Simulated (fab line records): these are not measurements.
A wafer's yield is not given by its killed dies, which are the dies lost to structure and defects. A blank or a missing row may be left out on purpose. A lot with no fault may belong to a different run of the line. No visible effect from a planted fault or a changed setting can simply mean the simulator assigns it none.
Comparing a struck lot with a sound one    flow rit cmos    15 steps out of a route of 202
Sound: these wafers, L992.2, L992.4, L992.5. The struck wafers were L100.3, L100.4, L100.5. The cause comes at the end.
Each step with rows lists, per side, the tool, then ch with its chambers, then its first start. Under that, the readings that differ: sound wafers    struck wafers    difference of the means    sigmas: that difference in standard deviations of wafers without a fault.
alike: a reading whose means differ by less than 2 such deviations, as well as words and numbers matching on both sides. not compared: withheld readings; readings where some wafer has no value; bounds like >300 that might hide an equal value; numbers whose values overlap and for which the record gives no deviation.
Wherever a step has rows on one side only, a row that says differs or no value, or a row with sigmas, the two part there. Numbers that have no deviation but don't overlap get no sigmas and don't part them. A reading that every wafer of one side lacks parts them only if that side has two wafers or more.

first, 4 steps without rows for these wafers: RIT_PLDD_SOFTBAKE_02 (time 60 s); RIT_PLDD_EXPOSE_03 (exposes mask M8, target cd 40900 nm); RIT_PLDD_PEB_04; RIT_PLDD_DEVELOP_05 (develop time 50 s).
RIT_PLDD_OVL_MEAS_06:
  struck on overlay-01, day 4 11:40; sound on overlay-01, day 2 18:43
  alike: PLDD_OVL
then, 2 steps without rows for these wafers: RIT_PLDD_HARDBAKE_07 (time 60 s); RIT_PLDD_IMPLANT_08.
RIT_PLDD_STRIP_09: strips in O2, time 180 s.
  sound on plasma asher-03 ch 0,1, day 2 19:02; struck on plasma asher-03 ch 0,1, day 4 12:04
  alike: drypump motor current A
  not compared: rf hours counter h
RIT_PLDD_TW_MEAS_10:
  struck on film metro-03, day 4 12:11; sound on film metro-04, day 2 19:13
  alike: PLDD_TW
then, 3 steps without rows for these wafers: RIT_SPACER_CLEAN_00 (cleans in SC1, time 600 s); RIT_SPACER_CLEAN_01 (cleans in dHF, time 30 s); RIT_SPACER_CLEAN_02 (cleans in SC2, time 600 s).
RIT_SPACER_CVD_03: deposits Si3N4 from SiH2Cl2/NH3, target thk 250 nm, time 3300 s.
  sound on lpcvd-01 ch 1, day 2 19:38; struck on lpcvd-02 ch 1, day 4 12:36
reading                                   sound              struck             difference  sigmas
zone power load pct (%)                   17.5 17.7 17.8     20.3 20.4 20.6     +2.8        +3
model.Si3N4_of_SPACER_CVD_03.thk nm (nm)  248.3 248.4 247.2  372.6 374.3 373.3  +125.4      
  alike: spike tc load C
RIT_SPACER_THK_MEAS_04:
  struck on film metro-04, day 4 14:32; sound on film metro-03, day 2 21:34
reading                  sound              struck             difference  sigmas
SPACER_NITRIDE_THK (nm)  248.3 248.4 246.9  372.7 374.2 373.2  +125.5      +52
RIT_SPACER_ETCHBACK_05: etches Si3N4 in SF6/CHF3, stops on SiO2, target depth 250 nm, time 240 s.
  sound on rie diel-04 ch 1,2,3, day 2 21:37; struck on rie diel-01 ch 1,2,3, day 4 14:35
reading                                   sound              struck             difference  sigmas
oes product au (a.u.)                     0.830 0.841 0.819  0.981 1.014 0.994  +0.166      +13
model.Si3N4_of_SPACER_CVD_03.thk nm (nm)  195.8 196.4 195.7  293.2 295.3 293.3  +98.0       
model.etch.depth nm (nm)                  248.3 248.4 247.2  308 305.2 309.9    +60         
  alike: drypump motor current A, throttle valve pct
  not compared: rf hours counter h

== WHERE THEY PART ==
At RIT_SPACER_CVD_03 first; at RIT_SPACER_ETCHBACK_05 last (within this record only).

WHY: the cause the simulator had injected
lpcvd-02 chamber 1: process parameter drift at RIT_SPACER_CVD_03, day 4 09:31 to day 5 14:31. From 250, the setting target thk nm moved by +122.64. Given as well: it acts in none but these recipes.
